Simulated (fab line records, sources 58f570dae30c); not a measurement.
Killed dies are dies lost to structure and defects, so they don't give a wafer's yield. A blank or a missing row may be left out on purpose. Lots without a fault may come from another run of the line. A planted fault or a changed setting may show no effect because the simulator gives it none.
Which tool did it? | flow berkeley_cmos170 | 14 lots, 42 wafers sampled, at 3 steps of a route of 331

WHAT THE GAUGES READ, wafer by wafer
UCB170_ACTIVE_CD_MEAS_90: target cd 1200 nm. Usual: cd_nm 1200.4 nm, standard deviation 1.3.
lot  | measured    | on        | cd_nm (nm)           | flag
L970 | day 3 16:59 | cd_sem-01 | 1198.2 1198.4 1198.3 |
L971 | day 4 03:30 | cd_sem-02 | 1199.2 1199.3 1198.9 |
L974 | day 4 23:29 | cd_sem-01 | 1199.8 1199.3 1198.6 |
L976 | day 5 05:52 | cd_sem-01 | 1202.0 1201.0 1201.8 |
L977 | day 5 06:03 | cd_sem-01 | 1200.8 1202.1 1202.4 |
L978 | day 5 12:35 | cd_sem-02 | 1201.3 1203.5 1203.1 |
L981 | day 6 04:19 | cd_sem-02 | 1201.7 1201.5 1200.7 |
L979 | day 6 04:19 | cd_sem-01 | 1198.8 1197.9 1198.3 |
L983 | day 6 14:16 | cd_sem-01 | 1201.1 1199.2 1201.0 |
L982 | day 6 14:20 | cd_sem-02 | 1201.1 1200.9 1200.6 |
L987 | day 7 07:52 | cd_sem-01 | 1201.1 1202.2 1201.8 |
L989 | day 7 22:42 | cd_sem-01 | 1200.0 1199.7 1200.1 |
L990 | day 8 08:50 | cd_sem-01 | 1201.2 1200.8 1201.7 |
L991 | day 8 09:13 | cd_sem-02 | 1202.0 1199.6 1201.1 |

UCB170_GATE_THK_MEAS_02. Usual: GATE_OXIDE_THK 6.54 nm, standard deviation 0.13.
lot  | measured    | on            | GATE_OXIDE_THK (nm) | flag
L970 | day 5 04:15 | film_metro-02 | 6.64 6.64 6.58      |
L971 | day 5 11:23 | film_metro-01 | 6.64 6.65 6.68      |
L974 | day 6 07:49 | film_metro-02 | 6.53 6.58 6.63      |
L976 | day 6 16:14 | film_metro-02 | 6.67 6.72 6.68      |
L977 | day 6 16:12 | film_metro-04 | 6.43 6.54 6.50      |
L978 | day 6 18:16 | film_metro-01 | 6.72 6.76 6.75      |
L981 | day 7 12:57 | film_metro-04 | 6.56 6.51 6.52      |
L979 | day 7 12:58 | film_metro-02 | 6.67 6.69 6.77      |
L983 | day 8 06:38 | film_metro-04 | 6.48 6.41 6.44      |
L982 | day 8 06:38 | film_metro-02 | 6.45 6.60 6.56      |
L987 | day 8 19:11 | film_metro-01 | 6.48 6.45 6.50      |
L989 | day 9 12:05 | film_metro-01 | 6.51 6.38 6.42      |
L990 | day 9 22:13 | film_metro-02 | 6.32 6.41 6.31      |
L991 | day 9 22:13 | film_metro-04 | 6.39 6.43 6.41      |

WHICH TOOL RAN EACH LOT (tool, then ch and the chambers of the sampled wafers, then the start)
lot  | UCB170_PVT_STRIP_08
L970 | plasma_asher-01 ch 0,1, day 5 01:16
L971 | plasma_asher-04 ch 0,1, day 5 09:36
L974 | plasma_asher-01 ch 0,1, day 6 03:40
L976 | plasma_asher-02 ch 0,1, day 6 12:00
L977 | plasma_asher-04 ch 0,1, day 6 11:41
L978 | plasma_asher-04 ch 0,1, day 6 15:38
L981 | plasma_asher-04 ch 0,1, day 7 10:51
L979 | plasma_asher-01 ch 0,1, day 7 10:55
L983 | plasma_asher-01 ch 0, day 8 01:27
L982 | plasma_asher-02 ch 0,1, day 8 01:07
L987 | plasma_asher-01 ch 0,1, day 8 16:19
L989 | plasma_asher-04 ch 0,1, day 9 07:39
L990 | plasma_asher-02 ch 0,1, day 9 17:33
L991 | plasma_asher-04 ch 0,1, day 9 17:53
- UCB170_PVT_STRIP_08: strips in O2.

WHAT THE TOOLS THEMSELVES READ (means of the sampled wafers that have a number; where no wafer has one, the mark that the record gives instead)
UCB170_PVT_STRIP_08. Usual: drypump_motor_current_A 5.8 A, standard deviation 0.39; oes_product_au 0.735 a.u., standard deviation 0.004; strip_time_to_endpoint_s 21.64 s, standard deviation 0.063.
lot  | tool            | drypump_motor_current_A (A) | oes_product_au (a.u.) | strip_time_to_endpoint_s (s) | flag
L970 | plasma_asher-01 | 5.3                         | 0.732                 | 21.51                        |
L971 | plasma_asher-04 | 6.3                         | 0.737                 | 21.67                        |
L974 | plasma_asher-01 | 5.4                         | 0.736                 | 21.61                        |
L976 | plasma_asher-02 | 5.9                         | 0.739                 | 21.65                        |
L977 | plasma_asher-04 | 6.2                         | 0.735                 | 21.73                        |
L978 | plasma_asher-04 | 6.3                         | 0.733                 | 21.73                        |
L981 | plasma_asher-04 | 6.2                         | 0.738                 | 21.64                        |
L979 | plasma_asher-01 | 5.3                         | 0.736                 | 21.62                        |
L983 | plasma_asher-01 | 5.5                         | 0.736                 | 21.63                        |
L982 | plasma_asher-02 | 5.7                         | 0.731                 | 21.69                        |
L987 | plasma_asher-01 | 5.3                         | 0.736                 | 21.67                        |
L989 | plasma_asher-04 | 6.2                         | 0.736                 | 21.56                        |
L990 | plasma_asher-02 | 5.7                         | 0.735                 | 21.69                        |
L991 | plasma_asher-04 | 6.2                         | 0.737                 | 21.60                        |

THE ANSWER, worked out from the rows above alone
Rule: a lot is off if the mean of its wafers that have a number lies more than 3 standard deviations from the usual mean. A lot without any number at a reading at which 4 lots or more have one is off too. The other lots that the step has rows for count as sound. The gauges are gone through in route order, then the tools' own readings, and for those a lot's mean is taken as printed above. The first step at which some lot is off is used, and at that step the reading that is off furthest; a lot without a number counts as furthest.
No lot is off at any reading shown: from this, nothing can be told.

WHAT THE SIMULATOR HAD PUT IN
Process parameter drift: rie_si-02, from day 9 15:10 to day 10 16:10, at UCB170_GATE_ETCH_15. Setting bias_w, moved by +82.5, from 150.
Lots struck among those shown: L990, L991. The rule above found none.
